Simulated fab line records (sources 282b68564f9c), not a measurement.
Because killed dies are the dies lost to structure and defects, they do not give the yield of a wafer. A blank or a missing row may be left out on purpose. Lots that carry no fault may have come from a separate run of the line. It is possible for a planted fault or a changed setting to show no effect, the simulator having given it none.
Comparing a struck lot with a sound one :: flow rit_cmos :: 21 steps out of a route of 202
Sound: the wafers L763.2, L763.3, L763.6. Wafers L779.2, L779.4, L779.6 were the ones struck. At the end, the cause is stated.
For every step that has rows: the tool of each side, followed by ch and its chambers, followed by its first start. Under that, the readings that differ: sound wafers :: struck wafers :: difference of the means :: sigmas: that difference in standard deviations of wafers without a fault.
alike: a reading whose means differ by less than 2 such deviations, as well as words and numbers matching on both sides. not compared: withheld readings; readings where some wafer has no value; bounds like >300 that might hide an equal value; numbers whose values overlap and for which the record gives no deviation.
A row with sigmas, a row that says differs or no value, or rows on one side alone: a step with any of these is where the two part. When numbers do not overlap yet have no deviation, they are printed without sigmas and do not part them. A reading that every wafer of one side lacks parts them only if that side has two wafers or more.

first, 3 steps without rows for these wafers: RIT_GATE_CLEAN_02 (cleans in dHF, time 30 s); RIT_GATE_CLEAN_03 (cleans in SC2, time 600 s); RIT_GATE_CLEAN_04 (cleans in dHF, time 60 s).
RIT_FOX2_THK_MEAS_91:
  sound on film_metro-01, day 2 11:17; struck on film_metro-04, day 5 20:38
reading: FIELD_OXIDE_LEFT_2_THK (nm)
sound: 254 253 260
struck: 240 241 239
difference: -16
sigmas: -2
then, 2 steps without rows for these wafers: RIT_GATE_OXIDATION_05 (target thk 3 nm, ox time 270 s); RIT_GATE_ANNEAL_06 (time 600 s).
RIT_GATE_THK_MEAS_07:
  sound on film_metro-02, day 2 19:45; struck on film_metro-04, day 5 23:15
  alike: GATE_OXIDE_THK
then, 1 step without rows for these wafers: RIT_GATE_CVD_08 (deposits poly-Si from SiH4, target thk 250 nm, time 2220 s).
RIT_GATE_THK_MEAS_09:
  sound on film_metro-01, day 2 22:06; struck on film_metro-01, day 6 00:56
  alike: GATE_POLY_THK
then, 3 steps without rows for these wafers: RIT_GATE_HMDS_10 (prime time 60 s); RIT_GATE_COAT_11 (resist thk 850 nm); RIT_GATE_SOFTBAKE_12 (time 60 s).
RIT_GATE_EXPOSE_13: exposes mask M6, target cd 150 nm.
  sound on iline_stepper-02 ch 0, day 2 22:39; struck on iline_stepper-01 ch 0, day 6 01:30
reading: exposure_dose_mJ_cm2
sound: 379.7 380.1 379.6
struck: 370.7 369.9 370.5
difference: -9.4
sigmas: -24
  alike: mask, stage_vel_mm_s
then, 2 steps without rows for these wafers: RIT_GATE_PEB_14; RIT_GATE_DEVELOP_15 (develop time 50 s).
RIT_GATE_CD_MEAS_16: target cd 150 nm.
  sound on cd_sem-01, day 2 23:03; struck on cd_sem-02, day 6 01:54
reading: cd_nm (nm)
sound: 146.6 147.3 147.7
struck: 90.4 99.9 101.8
difference: -49.8
sigmas: -17
RIT_GATE_OVL_MEAS_17:
  sound on overlay-01, day 2 23:10; struck on overlay-02, day 6 02:00
  alike: GATE_OVL
then, 1 step without rows for these wafers: RIT_GATE_HARDBAKE_18 (time 60 s).
RIT_GATE_ETCH_19: etches poly-Si in SF6/CHF3/O2, stops on SiO2, time 165 s, target depth 312.5 nm.
  sound on rie_si-02 ch 1,2,3, day 2 23:25; struck on rie_si-02 ch 0,2,3, day 6 02:16
reading: model.GATE.cd_nm (nm)
sound: 146.7 147.2 147.9
struck: 90.58 99.73 101.9
difference: -49.86
sigmas: 
  alike: drypump_motor_current_A, oes_product_au, throttle_valve_pct
  not compared: rf_hours_counter_h
RIT_GATE_STRIP_20: strips in O2, time 180 s.
  sound on plasma_asher-03 ch 0,1, day 2 23:31; struck on plasma_asher-01 ch 0,1, day 6 02:23
  alike: drypump_motor_current_A, o2_flow_sccm
  not compared: rf_hours_counter_h
RIT_M1_PROBE_99:
  sound on prober-02, day 3 20:16; struck on prober-02, day 6 23:39
reading: killed_at_front_end
sound: 9 9 8
struck: 264 264 264
difference: +255
sigmas: +82

reading: killed_dies
sound: 9 9 8
struck: 264 264 264
difference: +255
sigmas: +82

reading: killed_on_rim
sound: 5 4 3
struck: 70 70 70
difference: +66
sigmas: +51
  alike: killed_open, killed_short

## WHERE THEY PART
Last at RIT_M1_PROBE_99 as far as this record goes, first at RIT_FOX2_THK_MEAS_91.

WHY: what the simulator had put in
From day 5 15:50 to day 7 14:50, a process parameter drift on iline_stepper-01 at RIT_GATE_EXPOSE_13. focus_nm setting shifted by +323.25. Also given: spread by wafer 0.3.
